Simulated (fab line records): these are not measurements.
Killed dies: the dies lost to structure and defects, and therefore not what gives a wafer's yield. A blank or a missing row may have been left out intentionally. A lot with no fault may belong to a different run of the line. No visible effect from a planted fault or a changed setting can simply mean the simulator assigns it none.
fab line records | flow ritCmos | part 1 of 2: steps 1 to 42 of 45
record: lots: 6 wafers: 18 lastDay: 7
route steps=202 shown ACTIVE@11 FOX1@20 FOX2@23 NWELL@28 PWELL@39 WELLDRIVE@50 SILICIDE@161 M1@202
lots that met no fault: from a run of the same line without faults
startH: the number of hours between the record's first day and the start of the first shown wafer of the lot | waitH: hours since the lot's step before | " identical to the entry in the row above | L1.1+2: one row covering several wafers at once | - either no value or no given start | * or withheld: withheld | < > ~ a bound
route shown NAME@n: a module of which the file shows steps, and the number in the route of the first | usual: mean and standard deviation over wafers with no fault | same: alike in all rows | chamber/n: place in a boat | sites: per-site readings | _std_site: how widely they spread, as a standard deviation | _edge_site: outer sites' mean less inner sites' | radiusMm: how far each site lies from the wafer's centre | mask NAME#n: copy n | behind: the tool/chamber that last shaped the wafer | hold: why the lot went on hold/how many hours it stayed there/how the hold came to an end | device: the n, p or np transistor that did not switch | end of line: tests of these same wafers at the route's end | a step without rows: its recipe alone | killed: the dies lost at the first sort to structure and to defects; this is not the yield of the wafer | map: a wafer's dies, x killed, . not, _ none there
set.NAME: the run value of the setting; set.NAME@STEP: its run value at that earlier step | model.NAME: the simulator's own value behind a step, which no gauge read
certain route steps with their lots: each step a table, each wafer a row
services: the hour from which a tool's chamber was out of use, counted from the record's first day as startH (under 0 if before that day), plus the number of hours and why
== steps ==
step: RIT_ACTIVE_DEVELOP_10
recipe: resist: NOVOLAK developTimeS: 48.86 devTempC: 23
step: RIT_ACTIVE_CD_MEAS_11
recipe: targetCdNm: 1400
usual: cdNm: 1399.9/2.2
columns lot.wafer tool chamber startH waitH cdNm
L721.2 cdSem-01 - 17.28 - 1396.8
L721.4 " - " " 1397.5
L721.6 " - " " 1395.9
L732.1 cdSem-01 - 69.82 - 1400.1
L732.5 " - " " 1400.6
L732.6 " - " " 1400.9
L734.1 cdSem-01 - 79.93 - 1398.5
L734.3 " - " " 1402.7
L734.4 " - " " 1400.0
L736.1 cdSem-01 - 89.44 - 1399.5
L736.2 " - " " 1400.0
L736.5 " - " " 1400.3
L738.1 cdSem-02 - 101.17 - 1401.7
L738.2 " - " " 1401.2
L738.3 " - " " 1399.8
L739.2 cdSem-02 - 104.47 - 1394.3
L739.4 " - " " 1396.8
L739.6 " - " " 1399.1
step: RIT_ACTIVE_HARDBAKE_12
recipe: resist: NOVOLAK tempC: 140 timeS: 60
step: RIT_ACTIVE_ETCH_13
recipe: stopOn: SiO2 chemistry: SF6 target: Si3N4 timeS: 210 overEtchFrac: 0.4 SF6_flow_sccm: 200 pressureMtorr: 260 rfW: 125 targetDepthA: 2100
usual: drypumpMotorCurrentA: 5.6/0.54 oesProductAu: 0.820/0.011 rfFwdPowerW: 124.6/0.36 throttleValvePct: 7.52/0.11
same: overEtchFrac: 0.4
columns lot.wafer tool chamber startH waitH drypumpMotorCurrentA oesProductAu rfFwdPowerW rfHoursCounterH throttleValvePct
L721.2 rieDiel-02 1 17.53 0.1 5.0 0.820 124.4 123 7.60
L721.4 " 2 " " 5.0 0.818 124.9 3 7.73
L721.6 " 2 " " 5.0 0.828 124.3 - 7.73
L732.1 rieDiel-03 2 70.09 0.1 6.1 0.816 124.7 165 7.26
L732.5 " 3 " " 4.8 0.825 124.8 - 7.63
L732.6 " 0 " " 5.9 0.801 124.4 - 7.47
L734.1 rieDiel-01 1 80.20 0.1 5.2 0.823 124.3 58 7.52
L734.3 " 3 " " 5.3 0.836 125.1 126 7.47
L734.4 " 2 " " 6.1 0.813 124.9 - 7.54
L736.1 rieDiel-02 0 89.71 0.1 5.8 0.825 125.0 24 7.50
L736.2 " 2 " " 5.1 0.820 125.2 4 7.75
L736.5 " 2 " " 5.0 0.830 124.5 - 7.74
L738.1 rieDiel-01 0 101.44 0.1 5.9 0.815 124.4 0 7.42
L738.2 " 2 " " 6.1 0.809 124.8 143 7.54
L738.3 " 3 " " 5.3 0.827 124.9 127 7.45
L739.2 rieDiel-01 3 104.74 0.1 5.3 0.844 125.1 127 7.46
L739.4 " 1 " " 5.2 0.837 124.5 58 7.53
L739.6 " 2 " " 6.1 0.818 124.6 - 7.53
step: RIT_ACTIVE_STRIP_14
recipe: chemistry: O2 timeS: 180 resist: NOVOLAK platenTempC: withheld powerW: 500 pressureMtorr: 4000 o2FlowSccm: 4000
usual: drypumpMotorCurrentA: 5.9/0.38 rfReflPowerW: 7.8/0.66
columns lot.wafer tool chamber startH waitH drypumpMotorCurrentA rfHoursCounterH rfReflPowerW
L721.2 plasmaAsher-03 1 17.67 0.1 5.6 37 6.8
L721.4 " 0 " " 5.9 - 8.5
L721.6 " 1 " " 5.6 - 6.7
L732.1 plasmaAsher-02 0 70.22 0.1 5.5 29 7.7
L732.5 " 1 " " 6.6 - 7.2
L732.6 " 0 " " 5.5 - 7.7
L734.1 plasmaAsher-01 0 80.33 0.1 5.7 43 7.8
L734.3 " 1 " " 5.6 - 8.1
L734.4 " 0 " " 5.7 - 7.7
L736.1 plasmaAsher-01 0 89.84 0.1 5.7 44 7.8
L736.2 " 1 " " 5.7 44 8.3
L736.5 " 1 " " 5.7 - 8.3
L738.1 plasmaAsher-03 0 101.57 0.1 5.9 46 9.0
L738.2 " 1 " " 5.6 46 6.5
L738.3 " 1 " " 5.7 - 6.6
L739.2 plasmaAsher-02 1 104.88 0.1 6.6 33 7.2
L739.4 " 0 " " 5.5 - 8.0
L739.6 " 0 " " 5.5 - 7.9
step: RIT_ACTIVE_CD_MEAS_90
recipe: targetCdNm: 1400
usual: cdNm: 1400.0/2.2
columns lot.wafer tool chamber startH waitH cdNm
L721.2 cdSem-01 - 17.86 0.1 1397.3
L721.4 " - " " 1397.4
L721.6 " - " " 1396.6
L732.1 cdSem-02 - 70.40 0.1 1400.0
L732.5 " - " " 1401.1
L732.6 " - " " 1400.6
L734.1 cdSem-01 - 80.51 0.1 1399.0
L734.3 " - " " 1402.6
L734.4 " - " " 1399.8
L736.1 cdSem-01 - 90.02 0.1 1399.9
L736.2 " - " " 1400.5
L736.5 " - " " 1400.9
L738.1 cdSem-02 - 101.75 0.1 1401.3
L738.2 " - " " 1401.7
L738.3 " - " " 1400.0
L739.2 cdSem-01 - 105.07 0.1 1394.5
L739.4 " - " " 1396.8
L739.6 " - " " 1398.9
step: RIT_ACTIVE_CLEAN_15
recipe: chemistry: SC1 mix: 3:3:50 timeS: 600 tempC: 75
step: RIT_ACTIVE_CLEAN_16
recipe: chemistry: dHF dilution: 50:1 timeS: 30
step: RIT_ACTIVE_CLEAN_17
recipe: chemistry: SC2 mix: 3:3:50 timeS: 600 tempC: 75 dry: n2Spin
step: RIT_FOX1_OXIDATION_00
recipe: tempC: 1100 ambient: H2O targetThkA: 3507 pH2oTorr: 720 oxTimeS: 1130
step: RIT_FOX1_THK_MEAS_01
recipe: reads: SiO2_of_FOX1_OXIDATION_00
usual: FOX1_OXIDE_THK: 349/6.5
columns lot.wafer tool chamber startH waitH FOX1_OXIDE_THK[nm]
L721.2 filmMetro-03 - 19.65 0.0 345
L721.4 " - " " 349
L721.6 " - " " 350
L732.1 filmMetro-02 - 72.66 0.0 351
L732.5 " - " " 355
L732.6 " - " " 355
L734.1 filmMetro-01 - 83.61 0.0 343
L734.3 " - " " 336
L734.4 " - " " 337
L736.1 filmMetro-02 - 92.68 0.0 357
L736.2 " - " " 355
L736.5 " - " " 355
L738.1 filmMetro-01 - 103.58 0.0 341
L738.2 " - " " 338
L738.3 " - " " 343
L739.2 filmMetro-01 - 113.82 0.0 347
L739.4 " - " " 346
L739.6 " - " " 351
step: RIT_FOX1_WET_ETCH_02
recipe: chemistry: BOE targetDepthNm: 350 timeS: 390 tempC: 21.5 dry: n2Spin dilution: 10:1 target: SiO2
step: RIT_FOX2_OXIDATION_00
recipe: tempC: 1100 ambient: H2O targetThkA: 3507 pH2oTorr: 720 oxTimeS: 1130
usual: oxTempC: 1100.0/0.44
columns lot.wafer tool chamber startH waitH oxTempC model.SiO2_of_FOX2_OXIDATION_00.thkNm model.Si3N4_of_ACTIVE_CVD_03.thkNm
L721.2 furnace-01 0 19.82 0.0 1100.8 356 131.6
L721.4 " 0 " " 1099.7 346.1 132.5
L721.6 " 0 " " 1099.1 353.1 132.9
L732.1 furnace-01 0 72.85 0.0 1100.3 342.5 135.1
L732.5 " 0 " " 1100.5 335.9 133.3
L732.6 " 0 " " 1099.8 339.4 132.4
L734.1 furnace-03 0 83.80 0.0 1099.8 342.1 130.3
L734.3 " 0 " " 1100.5 345.8 129.5
L734.4 " 0 " " 1100.8 341.2 129.1
L736.1 furnace-03 0 92.86 0.0 1100.2 344.2 132.6
L736.2 " 0 " " 1099.9 346.8 131.4
L736.5 " 0 " " 1100.1 339.6 131.9
L738.1 furnace-03 0 103.77 0.0 1099.8 511 124.5
L738.2 " 0 " " 1099.7 512.9 126.4
L738.3 " 0 " " 1100.1 517.8 126
L739.2 furnace-03 0 115.86 1.9 1099.8 505.6 129.5
L739.4 " 0 " " 1100.4 506.4 128.7
L739.6 " 0 " " 1100.1 499.3 129.3
step: RIT_FOX2_THK_MEAS_01
recipe: reads: SiO2_of_FOX2_OXIDATION_00
usual: FOX2_OXIDE_THK: 350/6.6
columns lot.wafer tool chamber startH waitH FOX2_OXIDE_THK[nm]
L721.2 filmMetro-03 - 21.14 0.0 356
L721.4 " - " " 346
L721.6 " - " " 353
L732.1 filmMetro-01 - 74.16 0.0 343
L732.5 " - " " 336
L732.6 " - " " 339
L734.1 filmMetro-04 - 85.11 0.0 342
L734.3 " - " " 346
L734.4 " - " " 341
L736.1 filmMetro-04 - 94.17 0.0 344
L736.2 " - " " 347
L736.5 " - " " 340
L738.1 filmMetro-01 - 105.08 0.0 512
L738.2 " - " " 513
L738.3 " - " " 517
L739.2 filmMetro-04 - 117.18 0.0 506
L739.4 " - " " 506
L739.6 " - " " 500
step: RIT_FOX2_CLEAN_02
recipe: chemistry: dHF dilution: 50:1 timeS: 186.9
columns lot.wafer tool chamber startH waitH model.Si3N4_of_ACTIVE_CVD_03.thkNm
L721.2 wetBench-03 1 21.19 0.0 131.1
L721.4 " 1 " " 132
L721.6 " 1 " " 132.4
L732.1 wetBench-02 2 74.22 0.1 134.7
L732.5 " 2 " " 132.9
L732.6 " 2 " " 131.9
L734.1 wetBench-04 1 85.17 0.1 129.8
L734.3 " 1 " " 129.1
L734.4 " 1 " " 128.6
L736.1 wetBench-04 0 94.28 0.1 132.1
L736.2 " 0 " " 130.9
L736.5 " 0 " " 131.4
L738.1 wetBench-04 3 105.14 0.1 124.1
L738.2 " 3 " " 125.9
L738.3 " 3 " " 125.6
L739.2 wetBench-03 1 117.23 0.0 129.1
L739.4 " 1 " " 128.3
L739.6 " 1 " " 128.8
step: RIT_FOX2_WET_ETCH_03
recipe: chemistry: H3PO4 target: Si3N4 targetDepthNm: 195 tempC: 165 timeS: 2700
step: RIT_FOX2_THK_MEAS_90
recipe: reads: SiO2_of_FOX2_OXIDATION_00
usual: FIELD_OXIDE_LEFT_1_THK: 322/6.6
columns lot.wafer tool chamber startH waitH FIELD_OXIDE_LEFT_1_THK[nm]
L721.2 filmMetro-03 - 22.02 0.0 328
L721.4 " - " " 318
L721.6 " - " " 325
L732.1 filmMetro-04 - 75.11 0.0 315
L732.5 " - " " 308
L732.6 " - " " 312
L734.1 filmMetro-03 - 85.99 0.0 314
L734.3 " - " " 318
L734.4 " - " " 313
L736.1 filmMetro-04 - 95.10 0.0 316
L736.2 " - " " 319
L736.5 " - " " 311
L738.1 filmMetro-04 - 105.96 0.0 483
L738.2 " - " " 485
L738.3 " - " " 490
L739.2 filmMetro-01 - 118.06 0.0 478
L739.4 " - " " 479
L739.6 " - " " 472
step: RIT_NWELL_HMDS_00
recipe: primeTimeS: 60 primeTempC: 140
step: RIT_NWELL_COAT_01
recipe: resist: NOVOLAK spinRpm: 2000 resistThkNm: 1300
step: RIT_NWELL_SOFTBAKE_02
recipe: resist: NOVOLAK tempC: 90 timeS: 60
step: RIT_NWELL_EXPOSE_03
recipe: maskId: M2 na: 0.57 targetCdNm: 43900 doseMj: 250
step: RIT_NWELL_PEB_04
recipe: resist: NOVOLAK tempC: withheld timeS: withheld
step: RIT_NWELL_DEVELOP_05
recipe: resist: NOVOLAK developTimeS: 68 devTempC: 23
step: RIT_NWELL_OVL_MEAS_06
usual: NWELL_OVL: 2.2/1.6
columns lot.wafer tool chamber startH waitH NWELL_OVL[nm]
L721.2 overlay-02 - 22.95 - 1.7
L721.4 " - " " 2.1
L721.6 " - " " 1.1
L732.1 overlay-02 - 76.05 - 3.7
L732.5 " - " " 4.3
L732.6 " - " " 3.8
L734.1 overlay-02 - 87.13 - 5.0
L734.3 " - " " 4.3
L734.4 " - " " 5.9
L736.1 overlay-02 - 96.16 - 0.8
L736.2 " - " " 2.7
L736.5 " - " " 0.9
L738.1 overlay-01 - 107.08 - 0.7
L738.2 " - " " -1.7
L738.3 " - " " -0.7
L739.2 overlay-02 - 119.12 - 2.7
L739.4 " - " " 1.6
L739.6 " - " " 1.9
step: RIT_NWELL_HARDBAKE_07
recipe: resist: NOVOLAK tempC: 140 timeS: 120
step: RIT_NWELL_IMPLANT_08
recipe: species: P energyKev: 170 doseCm2: 5e+13 tiltDeg: 7
step: RIT_NWELL_STRIP_09
recipe: chemistry: O2 timeS: 180 resist: NOVOLAK platenTempC: withheld powerW: 500 pressureMtorr: 4000 o2FlowSccm: 4000
usual: drypumpMotorCurrentA: 5.58/0.21 rfReflPowerW: 6.9/1.2
columns lot.wafer tool chamber startH waitH drypumpMotorCurrentA rfHoursCounterH rfReflPowerW
L721.2 plasmaAsher-04 0 23.38 0.1 5.65 37 6.6
L721.4 " 1 " " 5.27 - 5.6
L721.6 " 1 " " 5.28 - 5.3
L732.1 plasmaAsher-04 0 76.49 0.1 5.67 42 6.7
L732.5 " 1 " " 5.25 - 5.3
L732.6 " 0 " " 5.67 - 6.8
L734.1 plasmaAsher-01 0 87.57 0.1 5.71 43 7.9
L734.3 " 0 " " 5.72 - 7.9
L734.4 " 1 " " 5.68 - 8.3
L736.1 plasmaAsher-01 1 96.60 0.1 5.67 44 8.2
L736.2 " 0 " " 5.74 44 8.2
L736.5 " 0 " " 5.74 - 8.4
L738.1 plasmaAsher-03 0 107.51 0.1 5.93 46 9.0
L738.2 " 1 " " 5.63 46 6.9
L738.3 " 0 " " 5.93 - 8.8
L739.2 plasmaAsher-03 0 119.55 0.1 5.91 47 9.3
L739.4 " 0 " " 5.91 - 9.1
L739.6 " 1 " " 5.65 - 6.6
step: RIT_NWELL_TW_MEAS_10
usual: NWELL_TW: 2139/13
columns lot.wafer tool chamber startH waitH NWELL_TW
L721.2 filmMetro-01 - 23.57 0.1 2143
L721.4 " - " " 2143
L721.6 " - " " 2138
L732.1 filmMetro-01 - 76.66 0.1 2143
L732.5 " - " " 2149
L732.6 " - " " 2150
L734.1 filmMetro-02 - 87.74 0.1 2142
L734.3 " - " " 2123
L734.4 " - " " 2126
L736.1 filmMetro-01 - 96.77 0.1 2159
L736.2 " - " " 2164
L736.5 " - " " 2146
L738.1 filmMetro-02 - 107.69 0.1 2140
L738.2 " - " " 2129
L738.3 " - " " 2126
L739.2 filmMetro-01 - 119.74 0.1 2158
L739.4 " - " " 2178
L739.6 " - " " 2169
step: RIT_PWELL_HMDS_00
recipe: primeTimeS: 60 primeTempC: 140
step: RIT_PWELL_COAT_01
recipe: resist: NOVOLAK spinRpm: 2000 resistThkNm: 1300
step: RIT_PWELL_SOFTBAKE_02
recipe: resist: NOVOLAK tempC: 90 timeS: 61.77
usual: plateSensorTCentreC: 90.969/0.0098 plateSensorTEdgeC: 91.021/0.0097
columns lot.wafer tool chamber startH waitH plateSensorTCentreC plateSensorTEdgeC
L721.2 lithoTrack-04 0 23.94 0.1 90.973 91.006
L721.4 " 0 " " 90.972 90.995
L721.6 " 0 " " 90.977 91.046
L732.1 lithoTrack-03 0 77.02 0.1 90.955 91.007
L732.5 " 0 " " 90.954 91.013
L732.6 " 0 " " 90.996 91.024
L734.1 lithoTrack-04 0 88.10 0.1 90.978 91.023
L734.3 " 0 " " 90.985 91.024
L734.4 " 0 " " 90.955 91.015
L736.1 lithoTrack-03 0 97.28 0.1 90.950 91.016
L736.2 " 0 " " 90.979 91.021
L736.5 " 0 " " 90.961 91.038
L738.1 lithoTrack-03 0 108.05 0.1 90.965 91.014
L738.2 " 0 " " 90.958 91.004
L738.3 " 0 " " 90.965 91.012
L739.2 lithoTrack-03 0 120.11 0.1 90.968 91.019
L739.4 " 0 " " 90.983 91.029
L739.6 " 0 " " 90.980 91.040
step: RIT_PWELL_EXPOSE_03
recipe: maskId: M3 na: 0.57 targetCdNm: 43700 doseMj: 250
step: RIT_PWELL_PEB_04
recipe: resist: NOVOLAK tempC: withheld timeS: withheld
step: RIT_PWELL_DEVELOP_05
recipe: resist: NOVOLAK developTimeS: 68 devTempC: 23
step: RIT_PWELL_OVL_MEAS_06
usual: PWELL_OVL: 1.4/1.4
columns lot.wafer tool chamber startH waitH PWELL_OVL[nm]
L721.2 overlay-02 - 24.50 - 3.1
L721.4 " - " " 3.8
L721.6 " - " " 3.6
L732.1 overlay-01 - 77.60 - 1.9
L732.5 " - " " 1.1
L732.6 " - " " 2.6
L734.1 overlay-01 - 88.68 - 2.6
L734.3 " - " " 2.3
L734.4 " - " " 2.5
L736.1 overlay-02 - 97.99 - 0.2
L736.2 " - " " 0.5
L736.5 " - " " 0.0
L738.1 overlay-01 - 108.75 - -0.4
L738.2 " - " " 0.8
L738.3 " - " " 1.2
L739.2 overlay-01 - 120.67 - 4.3
L739.4 " - " " 2.8
L739.6 " - " " 3.7
step: RIT_PWELL_HARDBAKE_07
recipe: resist: NOVOLAK tempC: 140 timeS: 120
step: RIT_PWELL_IMPLANT_08
recipe: species: B energyKev: 170 doseCm2: 7e+13 tiltDeg: 7
step: RIT_PWELL_STRIP_09
recipe: chemistry: O2 timeS: 180 resist: NOVOLAK platenTempC: withheld powerW: 500 pressureMtorr: 4000 o2FlowSccm: 4000
usual: drypumpMotorCurrentA: 5.7/0.4 rfReflPowerW: 6.9/1.1
columns lot.wafer tool chamber startH waitH drypumpMotorCurrentA rfHoursCounterH rfReflPowerW
L721.2 plasmaAsher-04 0 24.93 0.1 5.7 37 6.9
L721.4 " 0 " " 5.6 - 6.8
L721.6 " 1 " " 5.3 - 5.3
L732.1 plasmaAsher-01 0 78.04 0.1 5.7 42 7.7
L732.5 " 0 " " 5.7 - 7.9
L732.6 " 1 " " 5.7 - 8.1
L734.1 plasmaAsher-04 1 89.12 0.1 5.3 44 5.2
L734.3 " 0 " " 5.7 - 6.9
L734.4 " 1 " " 5.3 - 5.3
L736.1 plasmaAsher-02 1 98.42 0.1 6.6 32 7.2
L736.2 " 0 " " 5.6 32 7.9
L736.5 " 0 " " 5.6 - 7.9
L738.1 plasmaAsher-04 1 109.19 0.1 5.3 46 5.3
L738.2 " 0 " " 5.6 46 6.9
L738.3 " 0 " " 5.6 - 7.0
L739.2 plasmaAsher-04 0 121.10 0.1 5.6 47 6.8
L739.4 " 0 " " 5.6 - 6.6
L739.6 " 1 " " 5.3 - 5.4
step: RIT_PWELL_TW_MEAS_10
usual: PWELL_TW: 951/6.7
columns lot.wafer tool chamber startH waitH PWELL_TW
L721.2 filmMetro-01 - 25.12 0.1 961
L721.4 " - " " 961
L721.6 " - " " 954
L732.1 filmMetro-01 - 78.21 0.1 954
L732.5 " - " " 951
L732.6 " - " " 951
L734.1 filmMetro-04 - 89.29 0.1 946
L734.3 " - " " 940
L734.4 " - " " 942
L736.1 filmMetro-01 - 98.60 0.1 954
L736.2 " - " " 956
L736.5 " - " " 961
L738.1 filmMetro-01 - 109.37 0.1 956
L738.2 " - " " 955
L738.3 " - " " 964
L739.2 filmMetro-02 - 121.29 0.1 937
L739.4 " - " " 938
L739.6 " - " " 941
step: RIT_WELLDRIVE_ANNEAL_00
recipe: tempC: 1100 timeS: 14700 ambient: N2
step: RIT_WELLDRIVE_RS_MEAS_01
recipe: thkMeasGauge: four-point-probe
usual: NWELL_RS: 275.3/0.68
columns lot.wafer tool chamber startH waitH NWELL_RS[ohm/sq]
L721.2 filmMetro-01 - 31.42 0.0 276.0
L721.4 " - " " 275.5
L721.6 " - " " 276.2
L732.1 filmMetro-04 - 83.36 0.0 275.4
L732.5 " - " " 275.6
L732.6 " - " " 275.1
L734.1 filmMetro-01 - 94.85 0.0 275.5
L734.3 " - " " 275.2
L734.4 " - " " 274.8
L736.1 filmMetro-02 - 103.74 0.0 275.6
L736.2 " - " " 274.8
L736.5 " - " " 275.6
L738.1 filmMetro-04 - 119.97 0.0 276.2
L738.2 " - " " 275.8
L738.3 " - " " 275.6
L739.2 filmMetro-01 - 127.16 0.0 276.2
L739.4 " - " " 275.0
L739.6 " - " " 274.8
step: RIT_WELLDRIVE_RS_MEAS_02
recipe: thkMeasGauge: four-point-probe
usual: PWELL_RS: 429.3/1.2
columns lot.wafer tool chamber startH waitH PWELL_RS[ohm/sq]
L721.2 filmMetro-01 - 31.54 0.1 429.4
L721.4 " - " " 430.3
L721.6 " - " " 430.3
L732.1 filmMetro-04 - 83.48 0.1 429.7
L732.5 " - " " 429.3
L732.6 " - " " 430.0
L734.1 filmMetro-01 - 94.97 0.1 428.6
L734.3 " - " " 427.7
L734.4 " - " " 429.3
L736.1 filmMetro-02 - 103.86 0.1 429.0
L736.2 " - " " 428.9
L736.5 " - " " 428.9
L738.1 filmMetro-04 - 120.09 0.1 428.9
L738.2 " - " " 429.6
L738.3 " - " " 428.5
L739.2 filmMetro-01 - 127.28 0.1 429.1
L739.4 " - " " 429.0
L739.6 " - " " 428.6
== key ==
firstSign: step: RIT_FOX2_THK_MEAS_01 reading: FOX2_OXIDE_THK direction: up sigmas: 24 usual: 350 struck: 509
effect: step: RIT_FOX2_THK_MEAS_90 reading: FIELD_OXIDE_LEFT_1_THK direction: up sigmas: 24 usual: 322 struck: 481
effect: step: RIT_FOX2_THK_MEAS_91 reading: FIELD_OXIDE_LEFT_2_THK direction: up sigmas: 24 usual: 254 struck: 413
modelEffect: step: RIT_FOX2_OXIDATION_00 value: SiO2_of_FOX2_OXIDATION_00.thkNm without: 347.8 struck: 508.8
modelEffect: step: RIT_FOX2_CLEAN_02 value: Si3N4_of_ACTIVE_CVD_03.thkNm without: 130 struck: 127
modelEffect: step: RIT_SILICIDE_WET_ETCH_00 value: SiO2_of_FOX2_OXIDATION_00.thkNm without: 148 struck: 309
modelEffect: step: RIT_M1_PROBE_99 value: etest.nldd.widthNm without: 3156 struck: 2847
metAt RIT_FOX2_OXIDATION_00
struckWafers L738.1,L738.2,L738.3,L739.2,L739.4,L739.6
testerLeftOut L738,L739
onsetBetween 92.86 103.77
alsoFits time
fault: kind: processParameterDrift tool: furnace-03 chamber: - onsetH: 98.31 steps: RIT_FOX2_OXIDATION_00 channel: oxTimeS offset: * shape: step endH: 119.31 actsIn: * stated: *
testerLeftOut: of these lots the tester's yield and bins aren't shown, on N5 and GAA mostly nor the transistor test; their killed dies are dies lost to structure and defects alone, not to doping, threshold or leakage, so they don't give the yield
